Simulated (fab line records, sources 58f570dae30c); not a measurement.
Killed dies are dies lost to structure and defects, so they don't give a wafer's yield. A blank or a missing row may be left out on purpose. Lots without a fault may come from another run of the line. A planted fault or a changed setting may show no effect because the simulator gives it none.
One fault seen from 2 desks | flow berkeley_cmos170 | each desk has only its own numbers; what lay behind them comes last

THE TOOL OWNER'S DESK: rie_metal-04
The tool's own readings at UCB170_M1_METAL_ETCH_12 (etches Al in Cl2/BCl3, stops on PSG, target depth 780 nm, time 130 s): means of the sampled wafers that have a number, for each lot that ran on this tool. A lot is out of limits, marked OUT, if its mean lies more than 4 standard deviations from the usual mean; the brackets give that distance.
Columns: A = drypump_motor_current_A at UCB170_M1_METAL_ETCH_12, usual 6.0 A; B = oes_product_au at UCB170_M1_METAL_ETCH_12, usual 0.855 a.u.; C = throttle_valve_pct at UCB170_M1_METAL_ETCH_12, usual 24.32 %
lot  | first seen here | A   | B     | C
L507 | day 7 12:16     | 6.6 | 0.836 | 24.14
L506 | day 7 22:29     | 5.9 | 0.875 | 24.30
L510 | day 8 18:23     | 6.1 | 0.861 | 24.23
L514 | day 8 21:30     | 6.3 | 0.866 | 24.16
L519 | day 10 05:11    | 6.4 | 0.806 | 24.18
L521 | day 10 10:37    | 6.1 | 0.844 | 24.24
This desk's finding: nothing out of limits on any of the 6 lots.

THE METROLOGY DESK
What the gauges read, lot by lot, whatever tool the lot ran on: means of the sampled wafers that have a number. A lot is out of limits, marked OUT, if its mean lies more than 4 standard deviations from the usual mean; the brackets give that distance.
Columns: A = GATE_OVL at UCB170_GATE_OVL_MEAS_13, usual 0 nm; B = cd_nm at UCB170_V2_CD_MEAS_12, usual 700.0 nm
lot  | first seen here | A   | B
L507 | day 6 14:19     | 2   | 697.8
L508 | day 6 19:55     | -11 | 702.2
L509 | day 6 20:07     | 1   | 697.4
L506 | day 6 20:13     | 4   | 698.3
L511 | day 7 05:55     | 7   | 701.4
L510 | day 7 11:46     | 2   | 701.2
L514 | day 7 17:14     | -5  | 698.8
L513 | day 7 17:21     | 0   | 698.0
L518 | day 9 03:11     | 4   | 700.3
L519 | day 9 03:25     | -8  | 698.2
L520 | day 9 03:40     | 3   | 699.6
L517 | day 9 03:54     | -3  | 701.9
L521 | day 9 15:31     | -2  | 700.8
L528 | day 10 12:49    | -10 | 703.0
This desk's finding: nothing out of limits on any of the 14 lots.

PUT TOGETHER
The tool owner's desk saw nothing out of limits.
The metrology desk saw nothing out of limits.

WHAT THE SIMULATOR HAD PUT IN
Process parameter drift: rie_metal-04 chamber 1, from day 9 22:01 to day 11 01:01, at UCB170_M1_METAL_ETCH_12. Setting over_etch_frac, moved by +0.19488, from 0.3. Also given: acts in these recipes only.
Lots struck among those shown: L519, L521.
